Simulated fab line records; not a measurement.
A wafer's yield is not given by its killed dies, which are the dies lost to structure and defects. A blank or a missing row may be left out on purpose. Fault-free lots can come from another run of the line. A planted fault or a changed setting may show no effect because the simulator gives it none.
Which tool did it?	flow berkeleyCmos170	Sampling: 7 lots, 21 wafers, 3 of 331 route steps

## WHAT THE GAUGES SHOWED, per wafer
UCB170_M3_RS_MEAS_02: measures by four-point-probe.
lot	measured	on	M3_AL_RS (ohm/sq)
L472	day 9 21:47	filmMetro-04	0.0321 0.03173 0.03213
L470	day 9 21:34	filmMetro-02	0.0319 0.0321 0.03196
L475	day 10 06:54	filmMetro-04	0.03179 0.03211 0.03212
L476	day 10 18:53	filmMetro-02	0.03215 0.03197 0.03221
L486	day 12 15:35	filmMetro-02	0.04113 0.04168 0.04153
L490	day 13 20:25	filmMetro-04	0.0318 0.03224 0.03224
L491	day 14 14:18	filmMetro-01	0.03229 0.03212 0.0323

## WHAT TOOL EACH LOT RAN ON (gives the tool, then ch and the chambers of the sampled wafers, and finally the start)
lot	UCB170_V1_STRIP_15	UCB170_M3_SPUTTER_01
L472	plasmaAsher-01 ch 0,1, day 9 14:55	pvdSputter-01, day 9 21:43
L470	plasmaAsher-03 ch 1, day 9 15:10	pvdSputter-04, day 9 21:28
L475	plasmaAsher-02 ch 0,1, day 10 01:14	pvdSputter-01, day 10 06:47
L476	plasmaAsher-02 ch 0,1, day 10 13:14	pvdSputter-04, day 10 18:46
L486	plasmaAsher-01 ch 0,1, day 12 08:19	pvdSputter-04, day 12 15:28
L490	plasmaAsher-01 ch 0,1, day 13 12:34	pvdSputter-01, day 13 20:20
L491	plasmaAsher-03 ch 1, day 14 08:23	pvdSputter-01, day 14 14:13
- UCB170_V1_STRIP_15: strips in O2.
- UCB170_M3_SPUTTER_01: material Al, target thk 900 nm, time 120 s.

## THE ANSWER, worked out from the rows above alone
Rule: the usual values come from the lots themselves. The widest of any qualifying gaps counts: lots, ordered by their means at a reading, are off when they make up no more than a third of the lots, leave a main group of 4 or more, and stand apart from it by 3 or more times the standard deviation of that group's means. A main group is skipped when, at the precision printed for the reading in the tables above, its means are all equal. A lot without any number at a reading at which 4 lots or more have one is off too. All remaining lots with rows at the step are treated as sound.
Off: at UCB170_M3_RS_MEAS_02 (M3_AL_RS), L486. Mean 0.03207 ohm/sq and standard deviation 8.9e-05 in the main group.
A tool fits if, at a process step before that reading, it ran every lot that is off, and no sound lot after the first of them. The gauges at UCB170_M3_RS_MEAS_02 are tried like those tools. 2 tools fit, pvdSputter-04 at UCB170_M3_SPUTTER_01 and filmMetro-02 at UCB170_M3_RS_MEAS_02, so this cannot tell which one it is.

## WHAT HAD BEEN PUT IN BY THE SIMULATOR
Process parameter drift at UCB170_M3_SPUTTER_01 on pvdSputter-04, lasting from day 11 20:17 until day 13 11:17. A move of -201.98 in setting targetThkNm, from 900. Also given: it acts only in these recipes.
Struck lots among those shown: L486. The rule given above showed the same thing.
